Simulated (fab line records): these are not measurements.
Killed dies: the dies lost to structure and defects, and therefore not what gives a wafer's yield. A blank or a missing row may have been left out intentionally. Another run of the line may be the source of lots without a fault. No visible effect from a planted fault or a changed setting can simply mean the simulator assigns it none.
The same fault as seen by 2 desks / flow berkeley-cmos170 / each desk has only its own numbers; what lay behind them comes last

== AT THE TOOL OWNER'S DESK: krf-scanner-02 ==
The tool's own readings at UCB170_V1_EXPOSE_09 (exposes mask VIA1, target cd 700 nm): means of the sampled wafers that have a number, for each lot that ran on this tool. A lot is out of limits, marked OUT, if its mean lies more than 4 standard deviations from the usual mean; the brackets give that distance.
Columns: A = exposure-dose-mJ-cm2 at UCB170_V1_EXPOSE_09, usual 37.07
lot=L841; first seen here=day 8 11:41; A=37.06
lot=L854; first seen here=day 11 06:34; A=36.89 (-4.6) OUT
This desk finds L854 out of limits, L854 being first, at day 11 06:34 (exposure-dose-mJ-cm2 at UCB170_V1_EXPOSE_09). In limits: L841.

== FROM THE METROLOGY DESK ==
Means of the sampled wafers that have a number, per lot and without regard to the tool the lot ran on: this is what the gauges read. A lot is out of limits, marked OUT, if its mean lies more than 4 standard deviations from the usual mean; the brackets give that distance.
Columns: A = cd-nm at UCB170_M1_CD_MEAS_90, usual 701 nm; B = V1_TEOS_THK at UCB170_V1_THK_MEAS_01, usual 2002 nm; C = V1_BOW at UCB170_V1_BOW_MEAS_03, usual 17 um; D = V1_POLISHED_THK at UCB170_V1_THK_MEAS_04, usual 999.6 nm; E = cd-nm at UCB170_V1_CD_MEAS_12, usual 699.9 nm; F = V1_OVL at UCB170_V1_OVL_MEAS_13, usual 4 nm
lot=L841; first seen here=day 8 08:47; A=700; B=2018; C=9; D=999.3; E=701.0; F=6
lot=L849; first seen here=day 9 22:38; A=699; B=1991; C=17; D=1001.3; E=700.8; F=1
lot=L846; first seen here=day 9 23:10; A=705; B=1993; C=16; D=999.5; E=700.3; F=0
lot=L854; first seen here=day 11 03:40; A=698; B=1972; C=21; D=998.6; E=703.8; F=-1
lot=L862; first seen here=day 12 21:29; A=698; B=1973; C=12; D=999.6; E=699.7; F=10
This desk's finding: nothing out of limits on any of the 5 lots.

== ALL TOGETHER ==
At day 11 06:34, on L854, the tool owner's desk was in a position to raise an alarm.
From the metrology desk's view, nothing was out of limits.
The metrology desk holds a record of L854, inside its limits.
UCB170_V1_EXPOSE_09 was run on krf-scanner-02 by each of the lots named.

== WHAT THE SIMULATOR HAD PUT IN ==
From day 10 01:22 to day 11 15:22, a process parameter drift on krf-scanner-02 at UCB170_V1_EXPOSE_09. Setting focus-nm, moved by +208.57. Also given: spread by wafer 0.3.
Shown lots that were struck: L854.
How many hours passed from the start of the fault until each desk's first out-of-limits reading: the tool owner's desk, 29.
